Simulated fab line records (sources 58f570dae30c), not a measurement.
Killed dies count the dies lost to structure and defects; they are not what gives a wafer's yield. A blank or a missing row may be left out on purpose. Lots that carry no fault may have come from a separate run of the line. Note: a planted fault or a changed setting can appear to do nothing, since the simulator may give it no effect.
Which tool did it? | flow berkeley cmos170 | 42 wafers from 14 lots sampled at 4 of the route's 331 steps

## WHAT THE GAUGES READ, wafer by wafer
UCB170_V1_THK_MEAS_04.
lot  | measured     | on            | V1_POLISHED_THK (nm)
L362 | day 7 12:35  | film metro-01 | 1000.7 1000.5 998.4
L363 | day 7 13:00  | film metro-03 | 999.0 997.8 999.3
L365 | day 7 19:38  | film metro-04 | 999.4 1000.5 999.5
L366 | day 8 02:49  | film metro-03 | 997.8 1000.2 998.3
L369 | day 8 13:44  | film metro-04 | 999.0 998.0 1000.1
L370 | day 9 06:35  | film metro-01 | 1001.4 999.0 1000.4
L374 | day 9 13:23  | film metro-04 | 998.1 998.8 999.9
L378 | day 10 09:37 | film metro-04 | 999.7 999.5 999.8
L379 | day 10 22:46 | film metro-04 | 1001.5 999.1 998.2
L382 | day 11 07:16 | film metro-03 | 1000.6 999.2 1000.2
L377 | day 11 03:27 | film metro-01 | 1001.4 1000.7 1001.1
L380 | day 11 07:18 | film metro-01 | 1001.1 999.7 1002.5
L384 | day 11 07:52 | film metro-01 | 999.6 999.8 996.9
L383 | day 11 07:35 | film metro-04 | 999.0 998.1 999.6

UCB170_V1_OVL_MEAS_13.
lot  | measured     | on         | V1_OVL (nm)
L362 | day 7 14:19  | overlay-01 | 8 6 6
L363 | day 7 14:40  | overlay-01 | 5 -3 7
L365 | day 7 21:40  | overlay-02 | 6 10 6
L366 | day 8 07:59  | overlay-01 | -3 -11 -9
L369 | day 8 15:46  | overlay-02 | -1 0 -3
L370 | day 9 09:02  | overlay-01 | 2 5 1
L374 | day 9 14:56  | overlay-01 | -2 1 3
L378 | day 10 11:34 | overlay-02 | 10 1 0
L379 | day 11 00:14 | overlay-02 | 7 0 8
L382 | day 11 10:04 | overlay-01 | -4 -2 -6
L377 | day 11 10:04 | overlay-02 | -1 4 7
L380 | day 11 10:22 | overlay-02 | -1 7 2
L384 | day 11 10:52 | overlay-02 | -5 -3 6
L383 | day 11 10:40 | overlay-01 | -8 1 -2

UCB170_V2_CD_MEAS_12: the cd target is 700 nm.
lot  | measured     | on        | cd nm (nm)
L362 | day 7 20:01  | cd sem-02 | 699.7 699.9 700.0
L363 | day 7 20:43  | cd sem-02 | 697.8 700.4 700.1
L365 | day 8 03:09  | cd sem-01 | 700.9 700.9 700.4
L366 | day 8 13:28  | cd sem-01 | 700.4 700.0 700.0
L369 | day 8 22:20  | cd sem-02 | 698.4 698.9 699.1
L370 | day 9 14:16  | cd sem-01 | 699.8 699.2 698.8
L374 | day 9 20:51  | cd sem-01 | 701.7 701.9 700.3
L378 | day 10 18:57 | cd sem-02 | 699.2 698.3 697.2
L379 | day 11 06:02 | cd sem-01 | 699.0 696.8 696.5
L382 | day 11 16:52 | cd sem-01 | 701.1 700.6 699.9
L377 | day 11 16:47 | cd sem-01 | 698.3 700.3 699.0
L380 | day 11 17:10 | cd sem-01 | 701.6 699.6 699.8
L384 | day 11 17:51 | cd sem-01 | 699.3 698.7 698.3
L383 | day 11 17:43 | cd sem-02 | 697.6 698.1 698.9

## TOOL THAT RAN EACH LOT (tool first, then ch and the chambers of the sampled wafers, then the start)
lot  | UCB170_SPACER_CVD_00
L362 | pecvd-02 ch 1,2, day 6 17:19
L363 | pecvd-01 ch 1,2, day 6 18:41
L365 | pecvd-01 ch 1,2, day 6 21:40
L366 | pecvd-02 ch 0,1,2, day 7 07:49
L369 | pecvd-04 ch 0,1, day 7 10:43
L370 | pecvd-01 ch 0,1, day 8 07:32
L374 | pecvd-01 ch 1,2, day 8 11:51
L378 | pecvd-04 ch 0,1,2, day 9 09:22
L379 | pecvd-02 ch 0,1, day 10 03:02
L382 | pecvd-04 ch 0,2, day 10 05:12
L377 | pecvd-02 ch 0,2, day 10 05:29
L380 | pecvd-04 ch 0,1,2, day 10 05:49
L384 | pecvd-02 ch 1,2, day 10 09:02
L383 | pecvd-04 ch 0,1,2, day 10 09:23
- UCB170_SPACER_CVD_00: deposits SiO2 from TEOS/O2, target thk 376 nm, time 47 s.

## WHAT THE TOOLS THEMSELVES READ (means of the sampled wafers that have a number; where no wafer has one, the mark that the record gives instead)
UCB170_SPACER_CVD_00.
lot  | tool     | heater power w (W) | susceptor temp C (C)
L362 | pecvd-02 | 277                | 389.79
L363 | pecvd-01 | 236                | 389.90
L365 | pecvd-01 | 259                | 390.03
L366 | pecvd-02 | 236                | 390.02
L369 | pecvd-04 | 206                | 389.85
L370 | pecvd-01 | 261                | 389.98
L374 | pecvd-01 | 240                | 390.15
L378 | pecvd-04 | 196                | 389.97
L379 | pecvd-02 | 242                | 389.88
L382 | pecvd-04 | 266                | 390.23
L377 | pecvd-02 | 230                | 390.07
L380 | pecvd-04 | 222                | 390.18
L384 | pecvd-02 | 252                | 390.10
L383 | pecvd-04 | 246                | 390.22

## THE ANSWER, worked out from the rows above alone
Rule: the lots themselves supply what counts as usual. Put in order of their means at a reading, lots are off if they are a third of the lots or fewer, leave a main group of 4 or more, and stand apart from it by a gap of 3 or more times the standard deviation of the main group's means; of several such gaps the widest counts. Not used: any main group whose means are identical at the precision the tables above print for the reading. Also off: a lot with no number at a reading for which 4 or more lots have one. All remaining lots with rows at the step are treated as sound. The gauges are gone through in route order, then the tools' own readings, and for those a lot's mean is taken as printed above. At the first step where some lot is off, the reading lying furthest off is the one used; lots without a number count as furthest.
No lot is off at any reading shown: from this, nothing can be told.

## WHAT THE SIMULATOR HAD INSERTED
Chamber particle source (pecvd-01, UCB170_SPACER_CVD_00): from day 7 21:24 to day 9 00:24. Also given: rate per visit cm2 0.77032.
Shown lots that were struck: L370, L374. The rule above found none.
